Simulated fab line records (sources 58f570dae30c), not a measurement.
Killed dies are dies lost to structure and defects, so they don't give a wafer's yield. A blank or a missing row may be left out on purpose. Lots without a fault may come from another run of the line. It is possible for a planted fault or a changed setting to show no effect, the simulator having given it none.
Which tool is to blame?	flow berkeley_cmos170	7 lots, 21 wafers sampled, at 3 steps of a route of 331

== WHAT THE GAUGES READ, wafer by wafer ==
UCB170_WELLDRIVE_THK_MEAS_02.
lot	measured	on	WELLDRIVE_OXIDE_THK (nm)
L306	day 4 04:08	film_metro-02	197 200 197
L309	day 4 16:53	film_metro-04	200 198 199
L310	day 5 02:23	film_metro-03	193 200 194
L313	day 5 19:40	film_metro-03	199 202 200
L322	day 8 00:04	film_metro-04	198 195 198
L327	day 8 14:29	film_metro-02	200 195 197

== TOOL THAT RAN EACH LOT (tool first, then ch and the chambers of the sampled wafers, then the start) ==
lot	UCB170_NWELL_WET_ETCH_18	UCB170_PWELL_STRIP_16
L306	wet_bench-02 ch 1, day 2 22:20	plasma_asher-01 ch 0,1, day 3 15:50
L309	wet_bench-02 ch 2, day 3 08:52	plasma_asher-01 ch 0,1, day 4 03:53
L310	wet_bench-03 ch 1, day 3 16:14	plasma_asher-03 ch 0,1, day 4 12:28
L313	wet_bench-03 ch 2, day 4 10:13	plasma_asher-03 ch 0,1, day 5 06:59
L315	wet_bench-03 ch 3, day 5 01:05	-
L322	wet_bench-03 ch 0, day 6 15:20	plasma_asher-04 ch 0,1, day 7 09:44
L327	wet_bench-04 ch 1, day 7 07:27	plasma_asher-01 ch 0,1, day 8 05:06
- UCB170_NWELL_WET_ETCH_18: etches Si3N4 in H3PO4, time 14400 s.
- UCB170_PWELL_STRIP_16: strips in O2.

== THE ANSWER, worked out from the rows above alone ==
Rule: the usual values come from the lots themselves. Put in order of their means at a reading, lots are off if they are a third of the lots or fewer, leave a main group of 4 or more, and stand apart from it by a gap of 3 or more times the standard deviation of the main group's means; of several such gaps the widest counts. A main group is skipped when, at the precision printed for the reading in the tables above, its means are all equal. A lot without any number at a reading at which 4 lots or more have one is off too. Any other lot the step has rows for is counted as sound.
No lot is off on any of the readings shown, so nothing can be concluded from this.

== WHAT THE SIMULATOR PUT IN ==
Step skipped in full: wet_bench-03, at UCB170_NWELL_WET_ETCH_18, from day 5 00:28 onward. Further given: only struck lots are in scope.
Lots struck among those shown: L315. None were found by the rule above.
